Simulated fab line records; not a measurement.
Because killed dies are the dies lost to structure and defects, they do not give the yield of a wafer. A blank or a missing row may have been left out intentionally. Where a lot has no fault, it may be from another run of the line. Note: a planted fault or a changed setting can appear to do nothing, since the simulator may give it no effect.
A struck lot beside a sound one / flow berkeleyCmos170 / 17 steps out of a route of 331
Sound: wafers L191.1, L191.3, L191.4. Struck: wafer L205.5. The cause comes at the end.
Per side, at each step with rows, come the tool, then ch with its chambers, and then its first start. Under that, the readings that differ: sound wafers / struck wafers / difference of the means / sigmas: that difference in standard deviations of wafers without a fault.
alike: readings whose means differ by less than 2 such deviations, and words and numbers that are the same on both sides. not compared: withheld readings, readings that some wafer has no value for, bounds like >300 that may hide the same value, and numbers for which the record gives no deviation and whose values overlap.
A row with sigmas, a row that says differs or no value, or rows on one side alone: a step with any of these is where the two part. Non-overlapping numbers with no deviation appear without sigmas and do not part them. A reading that every wafer of one side lacks parts them only if that side has two wafers or more.

first, 5 steps without rows for these wafers: UCB170_CONTACT_COAT_10 (resist thk 900 nm); UCB170_CONTACT_SOFTBAKE_11 (time 60 s); UCB170_CONTACT_EXPOSE_12 (exposes mask CONT, target cd 700 nm); UCB170_CONTACT_PEB_13; UCB170_CONTACT_DEVELOP_14 (develop time 45 s).
UCB170_CONTACT_CD_MEAS_15: target cd 700 nm.
  sound on cdSem-02, day 7 11:52; struck on cdSem-02, day 10 12:19
  alike: cdNm
UCB170_CONTACT_OVL_MEAS_16:
  sound on overlay-01, day 7 11:59; struck on overlay-01, day 10 12:23
  alike: CONTACT_OVL
UCB170_CONTACT_ETCH_17: etches BARC in N2/H2.
  sound on rieDiel-01 ch 1,2,3, day 7 12:01; struck on rieDiel-04 ch 1, day 10 12:25
  alike: drypumpMotorCurrentA, oesProductAu, throttleValvePct
UCB170_CONTACT_ETCH_18: etches PSG in CHF3/CF4/Ar, stops on TiSi2, target depth 840 nm, time 195 s.
  sound on rieDiel-01 ch 1,2,3; struck on rieDiel-04 ch 1
  alike: drypumpMotorCurrentA, oesProductAu, throttleValvePct
  not compared: rfHoursCounterH
UCB170_CONTACT_STRIP_19: strips in O2.
  sound on plasmaAsher-04 ch 0,1, day 7 12:11; struck on plasmaAsher-04 ch 1, day 10 12:37
reading=oesProductAu (a.u.); sound=0.716 0.725 0.721; struck=0.738; difference=+0.017; sigmas=+4
  alike: drypumpMotorCurrentA
  not compared: rfHoursCounterH
UCB170_CONTACT_CD_MEAS_90: target cd 700 nm.
  sound on cdSem-02, day 7 12:17; struck on cdSem-02, day 10 12:44
  alike: cdNm
then, 1 step without rows for these wafers: UCB170_CONTACT_CLEAN_20 (cleans in SPM, time 600 s).
UCB170_M1_SPUTTER_00: material Al, target thk 600 nm, time 80 s.
  sound on pvdSputter-01, day 7 12:35; struck on pvdSputter-01, day 10 12:59
reading=model.Al_of_M1_SPUTTER_00.thkNm (nm); sound=596.9 599.7 597.9; struck=531.3; difference=-66.9; sigmas=
  alike: throttleValvePct
UCB170_M1_RS_MEAS_01: a four-point-probe measurement.
  sound on filmMetro-01, day 7 12:39; struck on filmMetro-01, day 10 13:05
reading=M1_AL_RS (ohm/sq); sound=0.0489 0.0485 0.0488; struck=0.0550; difference=+0.0063; sigmas=+9
UCB170_M1_THK_MEAS_02: measures by xrf.
  sound on filmMetro-01, day 7 12:46; struck on filmMetro-01, day 10 13:10
reading=M1_AL_THK (nm); sound=599 604 601; struck=537; difference=-64; sigmas=-7
then, 1 step without rows for these wafers: UCB170_M1_COAT_03.
UCB170_M3_PROBE_99:
  rows exist in the record for the sound wafers here (prober-02, day 8 10:12), none for the struck ones

WHERE THEY PART
Last at UCB170_M3_PROBE_99 as far as this record goes, first at UCB170_CONTACT_STRIP_19.

WHY: what had been put in by the simulator
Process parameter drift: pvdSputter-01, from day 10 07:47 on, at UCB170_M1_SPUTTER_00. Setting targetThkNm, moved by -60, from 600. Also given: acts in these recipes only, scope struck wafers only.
